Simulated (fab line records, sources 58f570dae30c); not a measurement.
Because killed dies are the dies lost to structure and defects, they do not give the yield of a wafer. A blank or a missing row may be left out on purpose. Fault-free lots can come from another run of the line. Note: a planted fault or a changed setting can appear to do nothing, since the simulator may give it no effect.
Commonality check across tools | flow berkeley cmos170 | 14 lots and 42 wafers in the sample

## WHY THIS WAS OPENED
Of 14 lots, 2 have the reading PLDD_TW flagged at UCB170_PLDD_TW_MEAS_11. Fault-free wafers read 1015, with a standard deviation of 9.
Rule: a lot is flagged in two cases, either no wafer of it has a number, or all its wafers with numbers fall more than 4 standard deviations from that mean. The rest of the lots are taken to be sound.

lot  | measured     | on            | PLDD_TW, wafer by wafer | flag
L367 | day 5 11:18  | film metro-01 | 1010 1009 1008          |
L369 | day 6 16:14  | film metro-03 | 1023 1029 1023          |
L370 | day 6 21:57  | film metro-01 | 1011 1013 1010          |
L373 | day 7 07:57  | film metro-01 | 1009 1004 1008          |
L372 | day 7 13:49  | film metro-01 | 938 939 936             | FLAGGED
L374 | day 7 20:11  | film metro-02 | 947 947 948             | FLAGGED
L378 | day 8 20:49  | film metro-01 | 1005 1005 1008          |
L379 | day 9 07:17  | film metro-03 | 1026 1023 1024          |
L382 | day 9 07:23  | film metro-02 | 1022 1024 1026          |
L384 | day 9 21:32  | film metro-02 | 1033 1028 1022          |
L386 | day 10 05:28 | film metro-03 | 1024 1021 1024          |
L388 | day 10 15:34 | film metro-01 | 1006 1003 1007          |
L390 | day 10 15:42 | film metro-03 | 1020 1023 1023          |
L389 | day 10 15:52 | film metro-01 | 999 1000 1004           |
The numbers of the flagged lots are 942 on average: -72 against the usual, or -8 standard deviations.

## WHICH TOOL EACH LOT WENT THROUGH
The record keeps 1 process step preceding the reading, out of 331 steps on the route. Read each cell as the tool, then ch plus the chambers that the sampled wafers visited, then the start.
lot  | flag    | UCB170_PLDD_IMPLANT_08
L367 |         | implanter-03 ch 0, day 5 10:55
L369 |         | implanter-04 ch 0, day 6 15:50
L370 |         | implanter-03 ch 0, day 6 21:33
L373 |         | implanter-02 ch 0, day 7 07:33
L372 | FLAGGED | implanter-03 ch 0, day 7 13:26
L374 | FLAGGED | implanter-03 ch 0, day 7 19:47
L378 |         | implanter-02 ch 0, day 8 20:25
L379 |         | implanter-04 ch 0, day 9 06:53
L382 |         | implanter-02 ch 0, day 9 06:57
L384 |         | implanter-02 ch 0, day 9 21:08
L386 |         | implanter-04 ch 0, day 10 05:05
L388 |         | implanter-04 ch 0, day 10 15:10
L390 |         | implanter-02 ch 0, day 10 15:20
L389 |         | implanter-04 ch 0, day 10 15:28
What is done by these steps:
- UCB170_PLDD_IMPLANT_08
- UCB170_PLDD_TW_MEAS_11

## FLAGGED OVER TOTAL, TOOL BY TOOL (the gauges that took the reading come last)
step                   | tool          | lots run | flagged | share of the flagged lots | sound lots run after its first flagged lot
UCB170_PLDD_IMPLANT_08 | implanter-02  | 5        | 0       | none                      | -
UCB170_PLDD_IMPLANT_08 | implanter-03  | 4        | 2       | all                       | 0
UCB170_PLDD_IMPLANT_08 | implanter-04  | 5        | 0       | none                      | -
UCB170_PLDD_TW_MEAS_11 | film metro-01 | 7        | 1       | some                      | 3 (L378,L388,L389)
UCB170_PLDD_TW_MEAS_11 | film metro-02 | 3        | 1       | some                      | 2 (L382,L384)
UCB170_PLDD_TW_MEAS_11 | film metro-03 | 4        | 0       | none                      | -

## WHAT THE TABLE ALLOWS
1 row of the table ran every flagged lot: implanter-03 at UCB170_PLDD_IMPLANT_08.
- implanter-03 at UCB170_PLDD_IMPLANT_08: 2 of its 4 lots flagged. Last sound lot L370 at day 6 21:33, first flagged lot L372 at day 7 13:26; a fault beginning in between fits. Its own readings (dose ions cm2, faraday current uA) fall more than 4 standard deviations out on all wafers of the flagged lots.
One tool is left: implanter-03 at UCB170_PLDD_IMPLANT_08.

## WHAT WAS PUT IN BY THE SIMULATOR
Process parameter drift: implanter-03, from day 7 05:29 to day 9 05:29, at UCB170_PLDD_IMPLANT_08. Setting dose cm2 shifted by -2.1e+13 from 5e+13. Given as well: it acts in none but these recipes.
Shown lots that were struck: L372, L374. The same result came from the rule above.
